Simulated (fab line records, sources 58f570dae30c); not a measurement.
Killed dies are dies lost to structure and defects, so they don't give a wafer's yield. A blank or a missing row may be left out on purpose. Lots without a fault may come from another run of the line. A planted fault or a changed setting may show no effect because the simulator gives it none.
Tool commonality check | flow berkeley_cmos170 | 14 lots, 42 wafers sampled

WHY IT WAS OPENED
At UCB170_SDANNEAL_RS_MEAS_03 the reading NSD_RS is flagged on 2 of 14 lots. Wafers without a fault read 37.08 ohm/sq, standard deviation 0.089.
Rule: a lot is flagged when every wafer of it that has a number lies more than 4 standard deviations from that mean, or none has a number. The other lots count as sound.

lot  | measured     | on            | NSD_RS (ohm/sq), wafer by wafer | flag
L741 | day 7 07:19  | film_metro-04 | 37.06 37.19 37.01               |
L744 | day 7 07:27  | film_metro-01 | 37.17 37.20 37.19               |
L742 | day 7 07:47  | film_metro-02 | 37.04 37.15 37.15               |
L743 | day 7 07:57  | film_metro-04 | 36.96 37.05 37.11               |
L746 | day 8 07:10  | film_metro-01 | 37.17 37.12 37.07               |
L747 | day 8 07:43  | film_metro-04 | 37.22 37.15 37.06               |
L751 | day 9 03:55  | film_metro-04 | 37.06 36.97 36.97               |
L749 | day 9 03:58  | film_metro-02 | 37.07 37.16 37.05               |
L750 | day 9 04:23  | film_metro-01 | 37.24 37.22 37.27               |
L754 | day 9 21:42  | film_metro-04 | 37.06 36.99 36.99               |
L752 | day 9 22:01  | film_metro-01 | 37.23 37.28 37.17               |
L757 | day 10 10:04 | film_metro-02 | 35.36 35.44 35.37               | FLAGGED
L758 | day 10 16:12 | film_metro-01 | 35.60 35.59 35.62               | FLAGGED
L763 | day 11 10:22 | film_metro-04 | 36.97 37.05 36.99               |
The numbers of the flagged lots are 35.50 ohm/sq on average: -1.58 ohm/sq against the usual, or -18 standard deviations.

WHICH TOOL RAN EACH LOT
The record holds 3 process steps before the reading, out of a route of 331 steps. In each cell: the tool, then ch and the chambers that the sampled wafers went through, then the start.
lot  | flag    | UCB170_ZERO_STRIP_07                | UCB170_NSD_IMPLANT_08           | UCB170_NSD_STRIP_09
L741 |         | plasma_asher-01 ch 0,1, day 1 23:55 | implanter-01 ch 0, day 7 05:38  | plasma_asher-02 ch 0,1, day 7 05:47
L744 |         | plasma_asher-03 ch 0,1, day 2 15:25 | implanter-04 ch 0, day 7 05:52  | plasma_asher-04 ch 0,1, day 7 06:01
L742 |         | plasma_asher-04 ch 0,1, day 2 07:19 | implanter-03 ch 0, day 7 05:56  | plasma_asher-03 ch 0,1, day 7 06:04
L743 |         | plasma_asher-01 ch 0,1, day 2 10:49 | implanter-04 ch 0, day 7 06:10  | plasma_asher-04 ch 0,1, day 7 06:17
L746 |         | plasma_asher-04 ch 0,1, day 3 04:12 | implanter-01 ch 0, day 8 05:19  | plasma_asher-04 ch 0,1, day 8 05:26
L747 |         | plasma_asher-01 ch 0,1, day 3 04:25 | implanter-04 ch 0, day 8 05:52  | plasma_asher-02 ch 0,1, day 8 05:59
L751 |         | plasma_asher-04 ch 0,1, day 4 03:24 | implanter-01 ch 0, day 9 02:09  | plasma_asher-02 ch 1, day 9 02:18
L749 |         | plasma_asher-01 ch 0,1, day 3 18:00 | implanter-03 ch 0, day 9 02:24  | plasma_asher-04 ch 0,1, day 9 02:33
L750 |         | plasma_asher-03 ch 0,1, day 4 01:33 | implanter-04 ch 0, day 9 02:39  | plasma_asher-02 ch 0,1, day 9 02:46
L754 |         | plasma_asher-03 ch 0,1, day 4 18:49 | implanter-03 ch 0, day 9 19:41  | plasma_asher-03 ch 0,1, day 9 19:49
L752 |         | plasma_asher-01 ch 0,1, day 4 12:57 | implanter-01 ch 0, day 9 19:59  | plasma_asher-04 ch 0,1, day 9 20:06
L757 | FLAGGED | plasma_asher-01 ch 0,1, day 5 08:26 | implanter-03 ch 0, day 10 07:50 | plasma_asher-04 ch 0,1, day 10 07:58
L758 | FLAGGED | plasma_asher-01 ch 0,1, day 5 11:23 | implanter-03 ch 0, day 10 14:41 | plasma_asher-03 ch 0,1, day 10 14:50
L763 |         | plasma_asher-01 ch 0,1, day 6 12:14 | implanter-04 ch 0, day 11 08:23 | plasma_asher-04 ch 0,1, day 11 08:32
What these steps do:
- UCB170_ZERO_STRIP_07: strips in O2.
- UCB170_NSD_IMPLANT_08
- UCB170_NSD_STRIP_09: strips in O2.
- UCB170_SDANNEAL_RS_MEAS_03: measures by four-point-probe.

FLAGGED OVER TOTAL, TOOL BY TOOL (the gauges that took the reading come last)
step                       | tool            | lots run | flagged | share of the flagged lots | sound lots run after its first flagged lot
UCB170_ZERO_STRIP_07       | plasma_asher-01 | 8        | 2       | all                       | 1 (L763)
UCB170_ZERO_STRIP_07       | plasma_asher-03 | 3        | 0       | none                      | -
UCB170_ZERO_STRIP_07       | plasma_asher-04 | 3        | 0       | none                      | -
UCB170_NSD_IMPLANT_08      | implanter-01    | 4        | 0       | none                      | -
UCB170_NSD_IMPLANT_08      | implanter-03    | 5        | 2       | all                       | 0
UCB170_NSD_IMPLANT_08      | implanter-04    | 5        | 0       | none                      | -
UCB170_NSD_STRIP_09        | plasma_asher-02 | 4        | 0       | none                      | -
UCB170_NSD_STRIP_09        | plasma_asher-03 | 3        | 1       | some                      | 0
UCB170_NSD_STRIP_09        | plasma_asher-04 | 7        | 1       | some                      | 1 (L763)
UCB170_SDANNEAL_RS_MEAS_03 | film_metro-01   | 5        | 1       | some                      | 0
UCB170_SDANNEAL_RS_MEAS_03 | film_metro-02   | 3        | 1       | some                      | 0
UCB170_SDANNEAL_RS_MEAS_03 | film_metro-04   | 6        | 0       | none                      | -

WHAT THE TABLE ALLOWS
2 rows of the table ran every flagged lot: plasma_asher-01 at UCB170_ZERO_STRIP_07, implanter-03 at UCB170_NSD_IMPLANT_08.
- plasma_asher-01 at UCB170_ZERO_STRIP_07: 2 of its 8 lots flagged. Sound lots ran on it after the first flagged one (L763), which a lasting fault on the whole tool wouldn't allow.
- implanter-03 at UCB170_NSD_IMPLANT_08: 2 of its 5 lots flagged. Its last sound lot is L754 (day 9 19:41), its first flagged lot L757 (day 10 07:50): a fault that began between those two fits. Its own readings lie more than 4 standard deviations out on every wafer of the flagged lots: dose_ions_cm2.
One tool is left: implanter-03 at UCB170_NSD_IMPLANT_08.

WHAT THE SIMULATOR HAD PUT IN
Process parameter drift: implanter-03, from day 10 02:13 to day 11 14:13, at UCB170_NSD_IMPLANT_08. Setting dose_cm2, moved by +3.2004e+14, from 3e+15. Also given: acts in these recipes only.
Lots struck among those shown: L757, L758. The rule above found the same.
